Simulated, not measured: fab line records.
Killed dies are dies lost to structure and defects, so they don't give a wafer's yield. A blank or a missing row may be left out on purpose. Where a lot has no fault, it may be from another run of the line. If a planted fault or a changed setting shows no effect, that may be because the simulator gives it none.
8D (eight disciplines) problem report, filled in by code || flow berkeleyCmos170 || the parts of the form that need people (team, actions taken, sign-off) are left out

1. PROBLEM STATEMENT
Mean of oesProductAu at UCB170_M2_ETCH_17: 0.754 a.u. across 9 wafers in 3 lots; on wafers with no fault it is 1.001 a.u. (standard deviation 0.014). Relative to the usual mean, that is a shift of -18 standard deviations.
The step: etches BARC in N2/H2.
First seen on wafer L659.2, day 12 12:10, on rieDiel-04. The record has a number at this step for 45 wafers belonging to 15 lots. The rule behind "out" and "out of limits": a value lying over 4 standard deviations away from the usual mean. The rest of the wafers with a number are treated as sound.

2. WHAT IT IS AND WHAT IT IS NOT
{"question": "which readings at this step", "is": "oesProductAu", "is not": "chamberPressureMTorr, throttleValvePct"}
{"question": "which lots", "is": "L659, L661, L662", "is not": "L646, L647, L648, L650, L651, L652, L654, L656, L660, L663, L664, L667"}
{"question": "which wafers of those lots", "is": "all that have a number", "is not": "-"}
{"question": "read on which tools", "is": "rieDiel-04", "is not": "rieDiel-01, rieDiel-02"}
{"question": "when", "is": "from day 12 12:10", "is not": "up to then (27 sound wafers); but 9 sound wafers of L663, L664, L667 came after"}

3. WHAT RULES OUT EACH SUSPECT
Counting: a tool at a process step up to the reading stays a suspect if it ran every lot that is out and no sound lot after the first of them.
- rieDiel-04 at UCB170_M2_ETCH_17 (etches BARC in N2/H2): kept. Every lot that is out went through it, starting with L659 (day 12 12:10), and after that it ran no sound lot; the last sound lot it ran before then is L660 (day 12 09:03). Its own oesProductAu readings are out on those wafers.
Remaining after the count: rieDiel-04 at UCB170_M2_ETCH_17.

4. THE CAUSE (what the simulator had put in)
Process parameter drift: rieDiel-04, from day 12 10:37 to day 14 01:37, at UCB170_M2_ETCH_17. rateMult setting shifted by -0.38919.
After counting, this tool was the only one left.

5. THE CHAIN OF EFFECTS, in route order
Rows list readings where the struck wafers' mean (over those with a number) sits beyond 3 standard deviations from the usual. Only readings whose record carries a usual standard deviation are examined. hours: median over the lots of the time between each lot's start at the first step of this table that gives one and its start at this step. sigmas: the change, counted in usual standard deviations.
{"hours": 0, "step": "UCB170_M2_ETCH_17", "reading": "oesProductAu", "usual": "1.001 a.u.", "on struck wafers": 0.754, "change": -0.247, "sigmas": -18}
It contains these process steps:
- UCB170_M2_ETCH_17: etches BARC in N2/H2.

6. WHAT WOULD HAVE CAUGHT IT SOONER
The fault began at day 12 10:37; the first out-of-limits reading in this record came at day 12 12:10, 2 hours later.
